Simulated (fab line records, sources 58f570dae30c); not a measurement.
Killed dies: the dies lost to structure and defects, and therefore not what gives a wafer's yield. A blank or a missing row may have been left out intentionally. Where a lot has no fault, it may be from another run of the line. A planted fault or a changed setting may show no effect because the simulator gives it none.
Which tool was responsible? -- flow berkeleyCmos170 -- 14 lots with 42 wafers sampled at 6 steps, on a route of 331 steps

## WHAT THE GAUGES SHOWED, per wafer
UCB170_M2_CD_MEAS_90 targets a cd of 700 nm. Usual: 700.6 nm for cdNm, sd 2.4.
lot,measured,on,cdNm (nm),flag
L446,day 7 22:50,cdSem-01,701.4 699.9 701.0,
L449,day 8 18:54,cdSem-02,701.4 705.5 702.5,
L447,day 8 19:53,cdSem-01,700.0 700.6 700.7,
L451,day 9 00:50,cdSem-02,695.7 696.8 700.2,
L450,day 9 04:17,cdSem-02,680.7 678.9 679.1,OFF
L453,day 9 14:55,cdSem-02,699.5 702.0 699.1,
L452,day 9 16:15,cdSem-02,679.5 679.5 682.4,OFF
L459,day 11 06:22,cdSem-02,699.7 702.5 703.7,
L457,day 11 11:29,cdSem-01,699.9 701.9 699.5,
L460,day 11 10:31,cdSem-01,698.8 701.5 696.5,
L461,day 11 12:59,cdSem-02,702.7 703.1 704.4,
L463,day 11 23:10,cdSem-02,703.6 702.6 699.4,
L467,day 12 12:56,cdSem-02,695.7 698.9 700.0,
L468,day 13 06:26,cdSem-02,698.7 698.8 698.5,

UCB170_V2_THK_MEAS_01. Usual: V2_TEOS_THK 2013 nm, standard deviation 25.
lot,measured,on,V2_TEOS_THK (nm),flag
L446,day 7 23:05,filmMetro-01,1996 2048 2033,
L449,day 8 19:09,filmMetro-03,2006 2008 2033,
L447,day 8 20:09,filmMetro-02,1975 1963 1998,
L451,day 9 01:05,filmMetro-02,1987 2017 2029,
L450,day 9 04:34,filmMetro-02,2006 2034 2028,
L453,day 9 15:11,filmMetro-02,2001 2021 2027,
L452,day 9 16:31,filmMetro-01,2025 2022 2055,
L459,day 11 06:38,filmMetro-03,1962 1980 2005,
L457,day 11 11:48,filmMetro-03,2004 1971 2013,
L460,day 11 10:48,filmMetro-03,1983 1970 1995,
L461,day 11 13:15,filmMetro-03,2010 2043 2042,
L463,day 11 23:25,filmMetro-01,2019 2020 2031,
L467,day 12 13:13,filmMetro-02,2005 2021 2034,
L468,day 13 06:43,filmMetro-02,1982 1990 2015,

UCB170_V2_BOW_MEAS_03. Usual: V2_BOW 37 um, standard deviation 6.8.
lot,measured,on,V2_BOW (um),flag
L446,day 7 23:29,filmMetro-02,41 45 45,
L449,day 8 19:40,filmMetro-02,28 35 44,
L447,day 8 20:31,filmMetro-03,49 34 42,
L451,day 9 01:28,filmMetro-03,40 38 46,
L450,day 9 04:56,filmMetro-01,28 26 28,
L453,day 9 15:33,filmMetro-03,28 34 36,
L452,day 9 16:53,filmMetro-01,44 37 31,
L459,day 11 07:00,filmMetro-02,34 37 38,
L457,day 11 12:10,filmMetro-02,41 38 41,
L460,day 11 11:10,filmMetro-03,37 31 42,
L461,day 11 13:37,filmMetro-03,36 35 34,
L463,day 11 23:48,filmMetro-02,37 30 39,
L467,day 12 13:34,filmMetro-03,23 36 34,
L468,day 13 07:06,filmMetro-03,31 23 39,

## EACH LOT AND THE TOOL THAT RAN IT (in order: tool; ch and the chambers of the sampled wafers; start)
lot,UCB170_M1_STRIP_13,UCB170_M2_METAL_ETCH_18,UCB170_M2_STRIP_19
L446,"plasmaAsher-01 ch 0,1, day 7 13:43","rieMetal-04 ch 1, day 7 22:26","plasmaAsher-03 ch 0,1, day 7 22:43"
L449,"plasmaAsher-03 ch 0,1, day 8 12:13","rieMetal-04 ch 0,1, day 8 18:38","plasmaAsher-01 ch 0,1, day 8 18:47"
L447,"plasmaAsher-02 ch 0,1, day 8 12:35","rieMetal-01 ch 0,1, day 8 19:34","plasmaAsher-04 ch 0,1, day 8 19:46"
L451,"plasmaAsher-01 ch 0,1, day 8 17:58","rieMetal-02 ch 0,1, day 9 00:34","plasmaAsher-04 ch 0,1, day 9 00:43"
L450,"plasmaAsher-03 ch 0,1, day 8 18:19","rieMetal-04 ch 0,1, day 9 04:00","plasmaAsher-03 ch 0,1, day 9 04:11"
L453,"plasmaAsher-02 ch 1, day 9 08:28","rieMetal-02 ch 0,1, day 9 14:38","plasmaAsher-04 ch 0,1, day 9 14:49"
L452,"plasmaAsher-01 ch 0,1, day 9 08:37","rieMetal-04 ch 0,1, day 9 15:58","plasmaAsher-03 ch 0,1, day 9 16:09"
L459,"plasmaAsher-01 ch 0,1, day 10 20:36","rieMetal-01 ch 0,1, day 11 06:03","plasmaAsher-01 ch 1, day 11 06:14"
L457,"plasmaAsher-01 ch 0,1, day 10 22:46","rieMetal-01 ch 0,1, day 11 11:10","plasmaAsher-04 ch 0,1, day 11 11:22"
L460,"plasmaAsher-02 ch 0,1, day 10 23:07","rieMetal-02 ch 0,1, day 11 10:12","plasmaAsher-03 ch 0,1, day 11 10:23"
L461,"plasmaAsher-03 ch 0,1, day 11 04:55","rieMetal-02 ch 0,1, day 11 12:40","plasmaAsher-01 ch 0,1, day 11 12:52"
L463,"plasmaAsher-01 ch 0,1, day 11 16:05","rieMetal-02 ch 0,1, day 11 22:54","plasmaAsher-04 ch 0,1, day 11 23:04"
L467,"plasmaAsher-01 ch 0,1, day 12 01:42","rieMetal-02 ch 0,1, day 12 12:39","plasmaAsher-04 ch 0,1, day 12 12:50"
L468,"plasmaAsher-02 ch 0,1, day 12 20:49","rieMetal-01 ch 0, day 13 06:08","plasmaAsher-04 ch 0,1, day 13 06:19"
- UCB170_M1_STRIP_13: strips in O2.
- UCB170_M2_METAL_ETCH_18: etches Al in Cl2/BCl3, stops on SiO2, target depth 1170 nm, time 195 s.
- UCB170_M2_STRIP_19: strips in O2.

## AS READ BY THE TOOLS THEMSELVES (means over the sampled wafers that have a number; for cases with no such wafer, the mark the record gives instead)
UCB170_M1_STRIP_13. Usual: drypumpMotorCurrentA 5.4 A, standard deviation 0.35; oesProductAu 0.720 a.u., standard deviation 0.0046.
lot,tool,drypumpMotorCurrentA (A),oesProductAu (a.u.),flag
L446,plasmaAsher-01,5.5,0.718,
L449,plasmaAsher-03,4.9,0.723,
L447,plasmaAsher-02,5.5,0.719,
L451,plasmaAsher-01,5.5,0.720,
L450,plasmaAsher-03,4.9,0.722,
L453,plasmaAsher-02,5.6,0.718,
L452,plasmaAsher-01,5.7,0.721,
L459,plasmaAsher-01,5.5,0.721,
L457,plasmaAsher-01,5.5,0.716,
L460,plasmaAsher-02,5.3,0.720,
L461,plasmaAsher-03,4.9,0.724,
L463,plasmaAsher-01,5.7,0.724,
L467,plasmaAsher-01,5.5,0.719,
L468,plasmaAsher-02,5.3,0.718,

UCB170_M2_METAL_ETCH_18. Usual: drypumpMotorCurrentA 6.1 A, standard deviation 0.44; mfcCl2Sccm 89.96 sccm, standard deviation 0.28; oesProductAu 0.852 a.u., standard deviation 0.012; throttleValvePct 24.33 %, standard deviation 0.14.
lot,tool,drypumpMotorCurrentA (A),mfcCl2Sccm (sccm),oesProductAu (a.u.),throttleValvePct (%),flag
L446,rieMetal-04,6.6,89.85,0.856,24.30,
L449,rieMetal-04,6.7,90.02,0.835,24.29,
L447,rieMetal-01,6.1,90.03,0.854,24.36,
L451,rieMetal-02,5.8,89.89,0.849,24.32,
L450,rieMetal-04,6.7,90.14,0.837,24.28,
L453,rieMetal-02,5.8,89.98,0.851,24.30,
L452,rieMetal-04,6.6,90.12,0.849,24.29,
L459,rieMetal-01,6.1,89.99,0.855,24.35,
L457,rieMetal-01,5.8,90.18,0.850,24.47,
L460,rieMetal-02,5.9,89.98,0.860,24.24,
L461,rieMetal-02,5.9,90.09,0.867,24.22,
L463,rieMetal-02,5.8,89.76,0.856,24.24,
L467,rieMetal-02,5.9,90.00,0.867,24.23,
L468,rieMetal-01,5.5,90.10,0.841,24.60,

UCB170_M2_STRIP_19. Usual: drypumpMotorCurrentA 5.2 A, standard deviation 0.44; oesProductAu 0.540 a.u., standard deviation 0.0073.
lot,tool,drypumpMotorCurrentA (A),oesProductAu (a.u.),flag
L446,plasmaAsher-03,4.9,0.535,
L449,plasmaAsher-01,5.7,0.538,
L447,plasmaAsher-04,5.0,0.545,
L451,plasmaAsher-04,5.0,0.537,
L450,plasmaAsher-03,4.8,0.314,OFF
L453,plasmaAsher-04,5.0,0.524,
L452,plasmaAsher-03,4.9,0.313,OFF
L459,plasmaAsher-01,5.3,0.544,
L457,plasmaAsher-04,5.4,0.540,
L460,plasmaAsher-03,4.8,0.536,
L461,plasmaAsher-01,5.7,0.533,
L463,plasmaAsher-04,5.4,0.542,
L467,plasmaAsher-04,5.1,0.534,
L468,plasmaAsher-04,5.4,0.546,

## THE ANSWER, worked out from the rows above alone
Rule: a lot counts as off when the mean over its wafers that have a number is more than 3 standard deviations away from the usual mean. A lot without any number at a reading at which 4 lots or more have one is off too. Any other lot the step has rows for is counted as sound. After the gauges, taken in route order, come the tools' own readings; for these a lot's mean is taken, as printed above. At the first step where some lot is off, the reading lying furthest off is the one used; lots without a number count as furthest.
Off: L450, L452 (UCB170_M2_CD_MEAS_90, cdNm).
If a tool, at a process step before that reading, ran all the lots that are off and no sound lot after the first of them, it fits. Not tried: the gauges at UCB170_M2_CD_MEAS_90; whatever is off there is also off at UCB170_M2_STRIP_19, on other tools, and gauge error can't account for it. One fits: UCB170_M2_METAL_ETCH_18 on rieMetal-04. A fault onset in the window from L449 (day 8 18:38, its last sound lot) to L450 (day 9 04:00, its first lot off) fits.

## WHAT THE SIMULATOR HAD PUT IN
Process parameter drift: rieMetal-04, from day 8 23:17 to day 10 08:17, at UCB170_M2_METAL_ETCH_18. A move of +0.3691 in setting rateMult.
Shown lots that were struck: L450, L452. The rule given above showed the same thing.
